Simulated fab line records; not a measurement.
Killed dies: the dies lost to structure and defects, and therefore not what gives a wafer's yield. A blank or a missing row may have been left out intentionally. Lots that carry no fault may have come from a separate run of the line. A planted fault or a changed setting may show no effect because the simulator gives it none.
fab line records | flow rit-cmos
record: lots: 14 wafers: 42 last-day: 7
route steps=202 shown PLDD@122 NSD@140 PSD@152 SDANNEAL@156
lots that met no fault: from a run of the same line without faults
start-h: the number of hours between the record's first day and the start of the first shown wafer of the lot | wait-h: hours since the lot's step before | " identical to the entry in the row above | L1.1+2: a single row standing in for several wafers | - no value, or no start given | * or withheld: withheld | < > ~ a bound
route shown NAME@n: names a module that has steps shown in the file, with the first one's number in the route | usual: mean/standard deviation taken from wafers without a fault | same: alike in all rows | chamber/n: place in a boat | sites: each site's reading | _std_site: the standard deviation of these | _edge_site: outer sites' mean less inner sites' | radius-mm: how far each site lies from the wafer's centre | mask NAME#n: copy n | behind: the tool/chamber that last shaped the wafer | hold: the reason the lot was held/the length of the hold in hours/how it ended | device: which transistor (n, p or np) failed to switch | end of line: tests run on the same wafers once the route is complete | step lacking rows: just its recipe | killed: dies lost to structure and defects at the first sort, not the wafer's yield | map: per-die view of a wafer (x killed, . not killed, _ where there is no die)
set.NAME: the setting as run; set.NAME@STEP: as run at that earlier step | model.NAME: the simulator's own value behind a step, which no gauge read
route steps across a sampled set of lots; one table per step, one row per wafer
services: when a tool's chamber went out of use (start-h, in hours from the record's first day, below 0 if earlier), for how many hours, and the reason
== steps ==
step: RIT_PLDD_IMPLANT_08
recipe: species: BF2 energy-kev: 20 dose-cm2: 9e+14 tilt-deg: 7
usual: dose-ions-cm2: 9.001e+14/8.9e+11 end-station-pressure-torr: 7.3e-06/3.7e-07 faraday-current-uA: 2820/55
columns lot.wafer tool chamber start-h wait-h dose-ions-cm2 end-station-pressure-torr faraday-current-uA
L486.1 implanter-04 0 44.59 0.1 8.991e+14 6.8e-06 2802
L486.2 " 0 " " 9.005e+14 7.1e-06 2782
L486.4 " 0 " " 9.005e+14 7.6e-06 2764
L487.1 implanter-01 0 48.71 0.1 9.014e+14 7.3e-06 2814
L487.2 " 0 " " 9.01e+14 7.5e-06 2868
L487.6 " 0 " " 9.009e+14 7.3e-06 2713
L488.3 implanter-02 0 52.61 0.1 9.001e+14 7.5e-06 2809
L488.5 " 0 " " 8.989e+14 8e-06 3018
L488.6 " 0 " " 8.99e+14 7.4e-06 2827
L490.1 implanter-02 0 64.01 0.1 9e+14 6.8e-06 2878
L490.2 " 0 " " 9.003e+14 7.5e-06 2854
L490.4 " 0 " " 9.003e+14 7e-06 2828
L491.1 implanter-04 0 73.83 0.1 8.987e+14 8.5e-06 2814
L491.2 " 0 " " 9.007e+14 6.5e-06 2841
L491.4 " 0 " " 9e+14 7.2e-06 2787
L495.1 implanter-04 0 92.30 0.1 1.7108e+15 9.5e-06 5282
L495.3 " 0 " " 1.7104e+15 8.9e-06 5449
L495.5 " 0 " " 1.7101e+15 1e-05 5591
L500.1 implanter-04 0 114.36 0.1 1.7109e+15 9.1e-06 5399
L500.2 " 0 " " 1.71e+15 9.4e-06 5349
L500.3 " 0 " " 1.7089e+15 8.8e-06 5243
L501.1 implanter-01 0 122.35 0.1 8.999e+14 6.9e-06 2750
L501.3 " 0 " " 9.002e+14 7.6e-06 2772
L501.4 " 0 " " 8.986e+14 6.5e-06 2760
L502.2 implanter-02 0 123.58 0.1 9.008e+14 7.1e-06 2766
L502.3 " 0 " " 9.003e+14 7.6e-06 2755
L502.4 " 0 " " 9.002e+14 7.3e-06 2709
L503.3 implanter-02 0 127.68 0.1 8.984e+14 7.4e-06 2763
L503.5 " 0 " " 8.997e+14 7.7e-06 2811
L503.6 " 0 " " 9.002e+14 7.3e-06 2847
L504.2 implanter-01 0 134.18 0.1 8.995e+14 7.3e-06 2802
L504.4 " 0 " " 9.004e+14 7e-06 2752
L504.5 " 0 " " 9.013e+14 6.8e-06 2800
L505.4 implanter-02 0 138.86 0.1 9.003e+14 7.5e-06 2843
L505.5 " 0 " " 9.007e+14 7.8e-06 2788
L505.6 " 0 " " 9.003e+14 7e-06 2813
L507.2 implanter-02 0 148.90 0.1 8.997e+14 7.1e-06 2815
L507.3 " 0 " " 8.997e+14 7e-06 2878
L507.5 " 0 " " 9.01e+14 7.5e-06 2786
L509.1 implanter-02 0 158.52 0.1 9.006e+14 7.1e-06 2817
L509.3 " 0 " " 8.993e+14 7.3e-06 2786
L509.5 " 0 " " 8.999e+14 7.5e-06 2828
step: RIT_PLDD_TW_MEAS_10
usual: PLDD_TW: 2328/26
columns lot.wafer tool chamber start-h wait-h PLDD_TW
L486.1 film-metro-01 - 44.91 0.1 2306
L486.2 " - " " 2312
L486.4 " - " " 2294
L487.1 film-metro-03 - 49.03 0.1 2353
L487.2 " - " " 2350
L487.6 " - " " 2350
L488.3 film-metro-01 - 52.90 0.1 2294
L488.5 " - " " 2284
L488.6 " - " " 2290
L490.1 film-metro-03 - 64.34 0.1 2348
L490.2 " - " " 2365
L490.4 " - " " 2343
L491.1 film-metro-01 - 74.16 0.1 2294
L491.2 " - " " 2288
L491.4 " - " " 2296
L495.1 film-metro-03 - 92.63 0.1 2723
L495.3 " - " " 2727
L495.5 " - " " 2730
L500.1 film-metro-02 - 114.69 0.1 2722
L500.2 " - " " 2713
L500.3 " - " " 2692
L501.1 film-metro-03 - 122.67 0.1 2359
L501.3 " - " " 2351
L501.4 " - " " 2345
L502.2 film-metro-01 - 123.89 0.1 2301
L502.3 " - " " 2298
L502.4 " - " " 2293
L503.3 film-metro-03 - 127.97 0.1 2354
L503.5 " - " " 2355
L503.6 " - " " 2354
L504.2 film-metro-02 - 134.49 0.1 2343
L504.4 " - " " 2336
L504.5 " - " " 2338
L505.4 film-metro-02 - 139.14 0.1 2338
L505.5 " - " " 2353
L505.6 " - " " 2329
L507.2 film-metro-01 - 149.21 0.1 2301
L507.3 " - " " 2307
L507.5 " - " " 2312
L509.1 film-metro-01 - 158.85 0.1 2313
L509.3 " - " " 2297
L509.5 " - " " 2311
step: RIT_NSD_STRIP_09
recipe: chemistry: O2 time-s: 180 resist: NOVOLAK platen-temp-c: withheld power-w: 500 pressure-mtorr: 4000 o2-flow-sccm: 4000
usual: drypump-motor-current-A: 5.95/0.18
columns lot.wafer tool chamber start-h wait-h drypump-motor-current-A rf-hours-counter-h
L486.1 plasma-asher-01 0 48.67 0.1 5.90 41
L486.2 " 1 " " 6.20 41
L486.4 " 1 " " 6.16 -
L487.1 plasma-asher-01 0 52.95 0.1 5.92 41
L487.2 " 1 " " 6.15 41
L487.6 " 0 " " 5.95 -
L488.3 plasma-asher-03 0 56.93 0.1 5.88 -
L488.5 " 1 " " 6.30 -
L488.6 " 0 " " 5.87 -
L490.1 plasma-asher-01 0 68.58 0.1 5.94 43
L490.2 " 1 " " 6.17 43
L490.4 " 1 " " 6.14 -
L491.1 plasma-asher-02 1 79.34 0.1 5.75 43
L491.2 " 0 " " 5.95 43
L491.4 " 0 " " 5.96 -
L495.1 plasma-asher-02 0 96.97 0.1 5.96 45
L495.3 " 0 " " 5.95 -
L495.5 " 0 " " 5.95 -
L500.1 plasma-asher-02 1 118.58 0.1 5.76 48
L500.2 " 0 " " 5.96 48
L500.3 " 1 " " 5.73 -
L501.1 plasma-asher-02 1 126.69 0.1 5.77 50
L501.3 " 0 " " 5.92 -
L501.4 " 1 " " 5.77 -
L502.2 plasma-asher-02 0 127.62 0.1 5.97 50
L502.3 " 0 " " 5.96 -
L502.4 " 1 " " 5.70 -
L503.3 plasma-asher-02 0 132.08 0.1 5.98 -
L503.5 " 0 " " 5.94 -
L503.6 " 1 " " 5.68 -
L504.2 plasma-asher-02 1 138.26 0.1 5.72 51
L504.4 " 1 " " 5.76 -
L504.5 " 1 " " 5.77 -
L505.4 plasma-asher-01 1 143.06 0.1 6.11 -
L505.5 " 0 " " 5.91 -
L505.6 " 1 " " 6.19 -
L507.2 plasma-asher-02 1 153.06 0.1 5.69 53
L507.3 " 0 " " 5.95 -
L507.5 " 1 " " 5.70 -
L509.1 plasma-asher-01 1 162.71 0.1 6.14 3
L509.3 " 1 " " 6.13 -
L509.5 " 1 " " 6.14 -
step: RIT_PSD_TW_MEAS_10
usual: PSD_TW: 3401/32
columns lot.wafer tool chamber start-h wait-h PSD_TW
L486.1 film-metro-02 - 50.27 0.1 3404
L486.2 " - " " 3407
L486.4 " - " " 3405
L487.1 film-metro-03 - 54.54 0.1 3405
L487.2 " - " " 3418
L487.6 " - " " 3424
L488.3 film-metro-02 - 58.80 0.1 3392
L488.5 " - " " 3386
L488.6 " - " " 3413
L490.1 film-metro-03 - 70.18 0.1 3419
L490.2 " - " " 3442
L490.4 " - " " 3421
L491.1 film-metro-01 - 80.93 0.1 3347
L491.2 " - " " 3367
L491.4 " - " " 3353
L495.1 film-metro-02 - 98.56 0.1 3417
L495.3 " - " " 3410
L495.5 " - " " 3402
L500.1 film-metro-02 - 120.30 0.1 3426
L500.2 " - " " 3425
L500.3 " - " " 3416
L501.1 film-metro-01 - 128.41 0.1 3360
L501.3 " - " " 3359
L501.4 " - " " 3335
L502.2 film-metro-01 - 129.35 0.1 3358
L502.3 " - " " 3343
L502.4 " - " " 3346
L503.3 film-metro-02 - 133.87 0.1 3411
L503.5 " - " " 3412
L503.6 " - " " 3405
L504.2 film-metro-02 - 139.86 0.1 3408
L504.4 " - " " 3421
L504.5 " - " " 3423
L505.4 film-metro-02 - 144.75 0.1 3404
L505.5 " - " " 3405
L505.6 " - " " 3386
L507.2 film-metro-02 - 154.67 0.1 3418
L507.3 " - " " 3386
L507.5 " - " " 3398
L509.1 film-metro-03 - 164.31 0.1 3411
L509.3 " - " " 3409
L509.5 " - " " 3407
step: RIT_SDANNEAL_RTA_03
recipe: temp-c: 1050 time-s: 5 idle-temp-c: 600 ramp-up-c-per-s: 342 ramp-down-c-per-s: 171 cool-to-c: 600 ambient: N2
usual: chamber-o2-ppm: 1.999/0.022 ramp-up-c-per-s: 342.00/0.058 wafer_temp_C_max: 1053.7/1.2
columns lot.wafer tool chamber start-h wait-h chamber-o2-ppm ramp-up-c-per-s wafer_temp_C_max
L486.1 rtp-anneal-01 0 50.70 0.0 2.018 341.98 1054.2
L486.2 " 0 " " 1.971 341.92 1052.8
L486.4 " 0 " " 2.006 342.05 1051.9
L487.1 rtp-anneal-02 0 54.97 0.0 2.001 341.96 1052.4
L487.2 " 0 " " 1.968 342.05 1055.3
L487.6 " 0 " " 2.012 341.93 1052.3
L488.3 rtp-anneal-01 0 59.28 0.0 2.011 341.90 1053.7
L488.5 " 0 " " 1.998 341.94 1054.4
L488.6 " 0 " " 1.996 341.97 1054.3
L490.1 rtp-anneal-01 0 70.61 0.0 1.980 341.99 1053.6
L490.2 " 0 " " 1.972 342.07 1053.1
L490.4 " 0 " " 1.981 341.93 1053.7
L491.1 rtp-anneal-02 0 81.38 0.0 2.032 342.02 1054.9
L491.2 " 0 " " 2.002 342.00 1053.5
L491.4 " 0 " " 2.060 341.97 1055.1
L495.1 rtp-anneal-02 0 98.99 0.0 1.976 341.99 1054.0
L495.3 " 0 " " 1.979 342.05 1053.2
L495.5 " 0 " " 1.986 342.10 1056.7
L500.1 rtp-anneal-02 0 120.73 0.0 2.040 341.99 1053.7
L500.2 " 0 " " 2.044 341.99 1054.3
L500.3 " 0 " " 2.033 342.02 1053.4
L501.1 rtp-anneal-02 0 128.83 0.0 2.007 342.00 1052.0
L501.3 " 0 " " 2.031 341.96 1053.8
L501.4 " 0 " " 1.994 341.95 1052.5
L502.2 rtp-anneal-01 0 129.77 0.0 2.010 342.05 1053.9
L502.3 " 0 " " 2.010 341.96 1052.0
L502.4 " 0 " " 1.996 342.04 1053.9
L503.3 rtp-anneal-02 0 134.33 0.0 1.994 341.99 1052.3
L503.5 " 0 " " 1.965 341.99 1056.0
L503.6 " 0 " " 1.995 342.00 1051.9
L504.2 rtp-anneal-01 0 140.29 0.0 2.008 342.10 1053.4
L504.4 " 0 " " 1.983 341.88 1054.3
L504.5 " 0 " " 2.027 342.01 1053.2
L505.4 rtp-anneal-02 0 145.18 0.0 1.997 342.05 1053.5
L505.5 " 0 " " 2.024 342.02 1052.6
L505.6 " 0 " " 1.991 342.09 1052.3
L507.2 rtp-anneal-02 0 155.10 0.0 2.011 341.97 1052.0
L507.3 " 0 " " 2.028 341.93 1056.0
L507.5 " 0 " " 1.994 342.04 1053.7
L509.1 rtp-anneal-02 0 164.75 0.0 1.988 341.95 1054.4
L509.3 " 0 " " 1.993 342.05 1053.0
L509.5 " 0 " " 1.984 341.98 1054.1
step: RIT_SDANNEAL_RS_MEAS_06
recipe: thk-meas-gauge: four-point-probe
usual: PLDD_RS: 178.6/0.39
columns lot.wafer tool chamber start-h wait-h PLDD_RS[ohm/sq]
L486.1 film-metro-01 - 50.99 0.1 178.5
L486.2 " - " " 178.3
L486.4 " - " " 178.6
L487.1 film-metro-03 - 55.27 0.1 177.9
L487.2 " - " " 178.1
L487.6 " - " " 178.1
L488.3 film-metro-01 - 59.60 0.1 178.7
L488.5 " - " " 178.4
L488.6 " - " " 179.2
L490.1 film-metro-01 - 70.91 0.1 179.5
L490.2 " - " " 179.2
L490.4 " - " " 179.0
L491.1 film-metro-01 - 81.68 0.1 179.1
L491.2 " - " " 178.8
L491.4 " - " " 178.6
L495.1 film-metro-03 - 99.29 0.1 153.1
L495.3 " - " " 153.6
L495.5 " - " " 153.3
L500.1 film-metro-03 - 121.03 0.1 152.6
L500.2 " - " " 152.8
L500.3 " - " " 153.0
L501.1 film-metro-02 - 129.19 0.1 179.0
L501.3 " - " " 178.7
L501.4 " - " " 178.8
L502.2 film-metro-01 - 130.08 0.1 178.9
L502.3 " - " " 178.5
L502.4 " - " " 178.8
L503.3 film-metro-03 - 134.65 0.1 178.1
L503.5 " - " " 178.3
L503.6 " - " " 178.5
L504.2 film-metro-02 - 140.60 0.1 179.1
L504.4 " - " " 178.8
L504.5 " - " " 178.9
L505.4 film-metro-02 - 145.50 0.1 179.0
L505.5 " - " " 178.7
L505.6 " - " " 178.8
L507.2 film-metro-02 - 155.41 0.1 178.9
L507.3 " - " " 178.9
L507.5 " - " " 178.7
L509.1 film-metro-02 - 165.05 0.1 178.2
L509.3 " - " " 178.4
L509.5 " - " " 177.9
== services ==
columns tool chamber start-h hours kind
implanter-04 - 25.48 0.5 repair
plasma-asher-03 - 45.70 3.9 repair
implanter-04 - 54.61 3.2 pm
plasma-asher-01 - 86.36 44.0 repair
implanter-04 - 112.19 1.7 repair
plasma-asher-01 - 130.40 9.0 pm
plasma-asher-01 0 130.40 9.0 vent-cycle
plasma-asher-01 1 130.40 9.0 vent-cycle
plasma-asher-01 0 139.40 - clean
plasma-asher-01 1 139.40 - clean
plasma-asher-03 - 142.21 2.9 repair
== key ==
first-sign: step: RIT_PLDD_IMPLANT_08 reading: dose-ions-cm2 direction: up sigmas: 99+ usual: 9.001e+14 struck: 1.7102e+15
effect: step: RIT_PLDD_IMPLANT_08 reading: faraday-current-uA direction: up sigmas: 47 usual: 2820 struck: 5386
effect: step: RIT_PLDD_TW_MEAS_10 reading: PLDD_TW direction: up sigmas: 15 usual: 2328 struck: 2718
effect: step: RIT_SDANNEAL_RS_MEAS_06 reading: PLDD_RS direction: down sigmas: 65 usual: 178.6 struck: 153.1
met-at RIT_PLDD_IMPLANT_08
struck-lots L495,L500
tester-left-out L495,L500
not-acting-at RIT_NSD_STRIP_09,RIT_PSD_TW_MEAS_10,RIT_SDANNEAL_RTA_03
onset-between 73.83 92.30
fault: kind: process-parameter-drift tool: implanter-04 chamber: - onset-h: 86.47 steps: RIT_PLDD_IMPLANT_08 channel: dose-cm2 offset: 8.0935e+14 shape: step end-h: 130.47 acts-in: these-recipes-only stated: 9e+14
tester-left-out: of these lots the tester's yield and bins aren't shown, on N5 and GAA mostly nor the transistor test; their killed dies are dies lost to structure and defects alone, not to doping, threshold or leakage, so they don't give the yield
